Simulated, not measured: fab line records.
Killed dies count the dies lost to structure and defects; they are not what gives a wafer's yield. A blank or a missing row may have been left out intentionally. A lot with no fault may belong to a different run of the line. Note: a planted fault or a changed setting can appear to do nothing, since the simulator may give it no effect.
Code-filled problem report in 8D (eight disciplines) form || flow berkeley cmos170 || the parts of the form that need people (team, actions taken, sign-off) are left out

## 1. WHAT WENT WRONG
CONTACT_PSG_THK at UCB170_CONTACT_THK_MEAS_02 reads a mean of 573 nm on 9 wafers of 3 lots; wafers without a fault read 700 nm with a standard deviation of 6.8. That puts it -19 standard deviations away from the usual mean.
First seen on wafer L263.1, day 10 01:44, on film metro-01. At this step, 45 wafers from 15 lots have a number in the record. By rule, "out" or "out of limits" means more than 4 standard deviations away from the usual mean. Any other wafer with a number is counted as sound.

## 2. WHAT THIS IS AND IS NOT
{"question": "which readings at this step", "is": "CONTACT_PSG_THK", "is not": "-"}
{"question": "which lots", "is": "L263, L264, L265", "is not": "L257, L260, L270, L271, L272, L274, L275, L276, L277, L278, L279, L280"}
{"question": "which wafers of those lots", "is": "all that have a number", "is not": "-"}
{"question": "read on which gauges", "is": "film metro-01, film metro-03, film metro-04", "is not": "-"}
{"question": "when", "is": "from day 10 01:44", "is not": "up to then (6 sound wafers); but 30 sound wafers of L270, L271, L272, L274, L275, L276, L277, L278, L279, L280 came after"}

## 3. WHAT RULES OUT EACH SUSPECT
Counting: any tool at a process step up to the reading is kept as a suspect provided that every lot that is out went through it and no sound lot did after the first of them.
- ruled out: the gauge at UCB170_CONTACT_THK_MEAS_02. Those wafers that are out were read across 3 gauges (film metro-01, film metro-03, film metro-04).
- lpcvd-01 at UCB170_CONTACT_CVD_01 (deposits PSG from SiH4/O2/PH3, target thk 700 nm, time 2820 s): ruled out as a lasting fault. Following L263 (day 9 23:57), the first lot on it that is out, the sound lots L276, L277, L278, L279, L280 were run on it.
Left after counting: nothing in the record.

## 4. THE CAUSE (what the simulator had put in)
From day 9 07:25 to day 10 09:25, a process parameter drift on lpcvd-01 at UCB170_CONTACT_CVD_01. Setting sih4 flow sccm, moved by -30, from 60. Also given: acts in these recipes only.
It was ruled out by counting, in error; the rule expects a fault to strike all lots run on its tool from its start on, and this fault did not.

## 5. THE EFFECT CHAIN, in route order
Rows list readings where the struck wafers' mean (over those with a number) sits beyond 3 standard deviations from the usual. Only readings whose record carries a usual standard deviation are examined. hours: median over the lots of the time between each lot's start at the first step of this table that gives one and its start at this step. sigmas: the change, counted in usual standard deviations.
{"hours": 0, "step": "UCB170_CONTACT_CVD_01", "reading": "sih4 flow sccm", "usual": "59.98 sccm", "on struck wafers": 29.92, "change": -30.06, "sigmas": "-99 or more"}
{"hours": 2, "step": "UCB170_CONTACT_THK_MEAS_02", "reading": "CONTACT_PSG_THK", "usual": "700 nm", "on struck wafers": 573, "change": -127, "sigmas": -19}
{"hours": "-", "step": "UCB170_CONTACT_ETCH_18", "reading": "oes product au", "usual": "0.899 a.u.", "on struck wafers": 0.804, "change": -0.095, "sigmas": -8.0}
It contains these process steps:
- UCB170_CONTACT_CVD_01: deposits PSG from SiH4/O2/PH3, target thk 700 nm, time 2820 s.
- UCB170_CONTACT_ETCH_18: etches PSG in CHF3/CF4/Ar, stops on TiSi2, target depth 840 nm, time 195 s.
Later measuring or inspecting steps at which every struck wafer that the step has a row for has a number for every such reading, and none has moved that far: UCB170_V1_BOW_MEAS_03, UCB170_V2_THK_MEAS_04.

## 6. HOW IT WOULD HAVE BEEN CAUGHT EARLIER
The first out-of-limits reading at a measuring or inspecting step in this record came at day 10 01:44, 18 hours after the fault's start at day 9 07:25.
Tool's own readings at UCB170_CONTACT_CVD_01, sih4 flow sccm: out on all struck wafers the step has rows for; an alarm limit on them would have tripped on the first.
